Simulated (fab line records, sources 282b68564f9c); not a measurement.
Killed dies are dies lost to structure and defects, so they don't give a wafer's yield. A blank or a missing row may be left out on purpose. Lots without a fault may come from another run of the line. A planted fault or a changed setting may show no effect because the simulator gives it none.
Which tool did it? | flow rit_cmos | 15 lots, 45 wafers sampled, at 4 steps of a route of 202

WHAT THE GAUGES READ, wafer by wafer
RIT_GATE_CD_MEAS_16: target cd 150 nm.
lot  | measured    | on        | cd_nm (nm)
L710 | day 3 06:22 | cd_sem-02 | 141.7 144.9 143.1
L711 | day 3 06:40 | cd_sem-01 | 148.7 149.1 147.2
L712 | day 3 10:40 | cd_sem-01 | 151.4 150.9 152.8
L713 | day 3 14:55 | cd_sem-02 | 148.5 149.0 150.0
L714 | day 4 02:31 | cd_sem-02 | 154.1 152.0 152.4
L717 | day 4 15:11 | cd_sem-02 | 150.4 150.0 149.9
L718 | day 4 15:27 | cd_sem-01 | 147.9 148.4 149.2
L719 | day 4 22:52 | cd_sem-01 | 144.2 146.6 145.0
L720 | day 5 01:40 | cd_sem-02 | 145.3 143.9 143.9
L721 | day 5 08:49 | cd_sem-01 | 148.4 151.1 148.3
L723 | day 5 15:04 | cd_sem-01 | 145.3 144.5 147.5
L724 | day 5 20:04 | cd_sem-02 | 149.1 148.7 148.5
L725 | day 6 03:34 | cd_sem-02 | 146.6 145.9 147.7
L727 | day 6 12:02 | cd_sem-01 | 148.6 151.2 146.8
L730 | day 7 04:08 | cd_sem-02 | 151.7 150.7 153.0

RIT_SDANNEAL_RS_MEAS_07: measures by four-point-probe.
lot  | measured    | on            | NLDD_RS (ohm/sq)
L710 | day 3 22:28 | film_metro-04 | 148.4 148.8 147.6
L711 | day 3 22:07 | film_metro-03 | 149.4 149.8 150.2
L712 | day 3 23:49 | film_metro-03 | 148.5 148.4 148.4
L713 | day 4 04:16 | film_metro-02 | 149.3 150.1 149.9
L714 | day 4 16:21 | film_metro-02 | 149.1 148.9 148.9
L717 | day 5 03:56 | film_metro-03 | 149.1 148.9 149.0
L718 | day 5 05:53 | film_metro-03 | 149.8 149.5 149.6
L719 | day 5 12:52 | film_metro-04 | 148.0 148.4 148.8
L720 | day 5 16:05 | film_metro-02 | 150.1 150.4 150.4
L721 | day 5 21:51 | film_metro-03 | 149.5 149.0 148.5
L723 | day 6 05:10 | film_metro-04 | 148.0 148.0 148.1
L724 | day 6 10:02 | film_metro-04 | 147.6 148.3 148.2
L725 | day 6 17:50 | film_metro-02 | 149.4 149.9 149.9
L727 | day 7 01:38 | film_metro-02 | 149.3 149.7 149.4
L730 | day 7 17:13 | film_metro-02 | 149.3 149.1 149.1

RIT_M1_CD_MEAS_90: target cd 2600 nm.
lot  | measured    | on        | cd_nm (nm)
L710 | day 4 03:55 | cd_sem-02 | 2600.9 2601.1 2603.2
L711 | day 4 03:38 | cd_sem-02 | 2599.8 2595.8 2598.4
L712 | day 4 05:16 | cd_sem-01 | 2598.3 2598.6 2600.5
L713 | day 4 09:40 | cd_sem-01 | 2601.6 2600.5 2602.9
L714 | day 4 21:50 | cd_sem-02 | 2601.9 2600.9 2599.5
L717 | day 5 09:14 | cd_sem-02 | 2597.2 2598.6 2601.0
L718 | day 5 11:04 | cd_sem-01 | 2599.3 2602.8 2600.1
L719 | day 5 18:23 | cd_sem-02 | 2598.4 2597.9 2599.5
L720 | day 5 21:49 | cd_sem-01 | 2603.7 2603.2 2600.4
L721 | day 6 03:31 | cd_sem-01 | 2599.1 2603.2 2601.1
L723 | day 6 10:37 | cd_sem-01 | 2601.1 2600.5 2604.1
L724 | day 6 15:28 | cd_sem-01 | 2602.6 2598.4 2605.2
L725 | day 6 23:29 | cd_sem-01 | 2594.1 2593.6 2596.0
L727 | day 7 06:54 | cd_sem-02 | 2600.6 2600.7 2597.7
L730 | day 7 22:36 | cd_sem-02 | 2599.1 2599.0 2599.4

WHICH TOOL RAN EACH LOT (tool, then ch and the chambers of the sampled wafers, then the start)
lot  | RIT_GATE_ETCH_19
L710 | rie_si-02 ch 0,1,3, day 3 06:40
L711 | rie_si-01 ch 1,2,3, day 3 06:57
L712 | rie_si-02 ch 0,1, day 3 11:01
L713 | rie_si-01 ch 0,1,2, day 3 15:11
L714 | rie_si-02 ch 0,2,3, day 4 02:49
L717 | rie_si-01 ch 0,1, day 4 15:29
L718 | rie_si-02 ch 0,3, day 4 15:43
L719 | rie_si-01 ch 0,1,2, day 4 23:10
L720 | rie_si-02 ch 0,1,2, day 5 02:04
L721 | rie_si-01 ch 0,2,3, day 5 09:05
L723 | rie_si-01 ch 2,3, day 5 15:21
L724 | rie_si-02 ch 0,1,2, day 5 20:26
L725 | rie_si-01 ch 1,2,3, day 6 03:52
L727 | rie_si-01 ch 0,1,2, day 6 12:20
L730 | rie_si-02 ch 0,3, day 7 04:26
- RIT_GATE_ETCH_19: etches poly-Si in SF6/CHF3/O2, stops on SiO2, time 165 s, target depth 312.5 nm.

WHAT THE TOOLS THEMSELVES READ (means of the sampled wafers that have a number; where no wafer has one, the mark that the record gives instead)
RIT_GATE_ETCH_19.
lot  | tool      | SF6_flow_sccm (sccm) | drypump_motor_current_A (A) | oes_product_au (a.u.) | throttle_valve_pct (%)
L710 | rie_si-02 | 30.00                | 5.9                         | 0.850                 | 10.29
L711 | rie_si-01 | 29.99                | 5.6                         | 0.837                 | 10.47
L712 | rie_si-02 | 29.99                | 5.8                         | 0.864                 | 10.31
L713 | rie_si-01 | 30.05                | 5.9                         | 0.852                 | 10.42
L714 | rie_si-02 | 30.01                | 6.0                         | 0.836                 | 10.34
L717 | rie_si-01 | 29.90                | 5.9                         | 0.862                 | 10.38
L718 | rie_si-02 | 30.01                | 5.8                         | 0.835                 | 10.28
L719 | rie_si-01 | 30.06                | 5.9                         | 0.845                 | 10.41
L720 | rie_si-02 | 30.02                | 6.1                         | 0.843                 | 10.35
L721 | rie_si-01 | 30.02                | 5.7                         | 0.840                 | 10.39
L723 | rie_si-01 | 29.99                | 5.6                         | 0.839                 | 10.49
L724 | rie_si-02 | 29.97                | 6.1                         | 0.851                 | 10.35
L725 | rie_si-01 | 29.96                | 5.6                         | 0.845                 | 10.48
L727 | rie_si-01 | 30.08                | 5.9                         | 0.849                 | 10.43
L730 | rie_si-02 | 29.84                | 5.8                         | 0.854                 | 10.31

THE ANSWER, worked out from the rows above alone
Rule: what is usual is taken from the lots themselves. Put in order of their means at a reading, lots are off if they are a third of the lots or fewer, leave a main group of 4 or more, and stand apart from it by a gap of 3 or more times the standard deviation of the main group's means; of several such gaps the widest counts. A main group whose means are all the same, to the digits that the tables above print for the reading, isn't used. A lot without any number at a reading at which 4 lots or more have one is off too. The other lots that the step has rows for count as sound. The gauges are gone through in route order, then the tools' own readings, and for those a lot's mean is taken as printed above. The first step at which some lot is off is used, and at that step the reading that is off furthest; a lot without a number counts as furthest.
No lot is off at any reading shown: from this, nothing can be told.

WHAT THE SIMULATOR HAD PUT IN
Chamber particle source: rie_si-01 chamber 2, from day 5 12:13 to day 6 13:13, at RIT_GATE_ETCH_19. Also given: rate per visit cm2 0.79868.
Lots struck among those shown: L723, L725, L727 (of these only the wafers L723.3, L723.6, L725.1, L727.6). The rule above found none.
